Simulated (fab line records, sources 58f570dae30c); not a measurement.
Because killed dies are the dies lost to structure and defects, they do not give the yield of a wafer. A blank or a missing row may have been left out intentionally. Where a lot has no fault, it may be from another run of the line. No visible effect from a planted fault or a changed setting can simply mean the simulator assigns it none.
Comparing a struck lot with a sound one + flow berkeleyCmos170 + 14 steps out of a route of 331
Sound: the wafers L336.4, L336.5, L336.6. The struck wafers were L334.1, L334.2, L334.5. The cause comes at the end.
Order at every step that has rows: each side's tool, ch and its chambers, its first start. Under that, the readings that differ: sound wafers + struck wafers + difference of the means + sigmas: that difference in standard deviations of wafers without a fault.
alike: a reading whose means differ by less than 2 such deviations, as well as words and numbers matching on both sides. not compared: withheld readings; readings where some wafer has no value; bounds like >300 that might hide an equal value; numbers whose values overlap and for which the record gives no deviation.
Wherever a step has rows on one side only, a row that says differs or no value, or a row with sigmas, the two part there. Non-overlapping numbers with no deviation appear without sigmas and do not part them. A reading that every wafer of one side lacks parts them only if that side has two wafers or more.

first, 1 step without rows for these wafers: UCB170_FIELD_WET_ETCH_06 (etches SiO2 in BOE, time 22 s).
UCB170_FIELD_THK_MEAS_90:
  sound on filmMetro-04 at day 9 02:47; struck on filmMetro-01 at day 8 18:46
  alike: FIELD_OXIDE_LEFT_1_THK
then, 2 steps without rows for these wafers: UCB170_SACOX_CLEAN_00 (cleans in dHF, time 7.5 s); UCB170_SACOX_OXIDATION_01 (target thk 14.4 nm, ox time 2514 s).
UCB170_SACOX_THK_MEAS_02:
  sound on filmMetro-02 at day 9 06:33; struck on filmMetro-04 at day 8 23:40
  alike: SACOX_OXIDE_THK
then, 2 steps without rows for these wafers: UCB170_SCREENOX_WET_ETCH_00 (etches SiO2 in dHF, time 200 s); UCB170_SCREENOX_OXIDATION_01 (target thk 14.4 nm, ox time 2400 s).
UCB170_SCREENOX_THK_MEAS_02:
  sound on filmMetro-02 at day 9 09:28; struck on filmMetro-02 at day 9 04:51
  alike: SCREENOX_OXIDE_THK
then, 4 steps without rows for these wafers: UCB170_SCREENOX_ANNEAL_03 (time 900 s); UCB170_NVT_HMDS_00 (prime time 60 s); UCB170_NVT_COAT_01 (resist thk 900 nm); UCB170_NVT_SOFTBAKE_02 (time 60 s).
UCB170_NVT_EXPOSE_03: exposes mask PWELL, target cd 3000 nm.
  struck on krfScanner-01, day 9 08:13; sound on krfScanner-02 ch 0, day 9 16:38
  no value came back on the struck wafers for exposureDoseMJCm2, focusOffsetNm (nm); on the sound wafers exposureDoseMJCm2 reads 29.938 29.940 29.976
  alike: mask
following that, these wafers have no rows for 1 step: UCB170_NVT_PEB_04.

== WHERE THEY PART ==
Only at UCB170_NVT_EXPOSE_03, as far as this record shows.

WHY: what had been put in by the simulator
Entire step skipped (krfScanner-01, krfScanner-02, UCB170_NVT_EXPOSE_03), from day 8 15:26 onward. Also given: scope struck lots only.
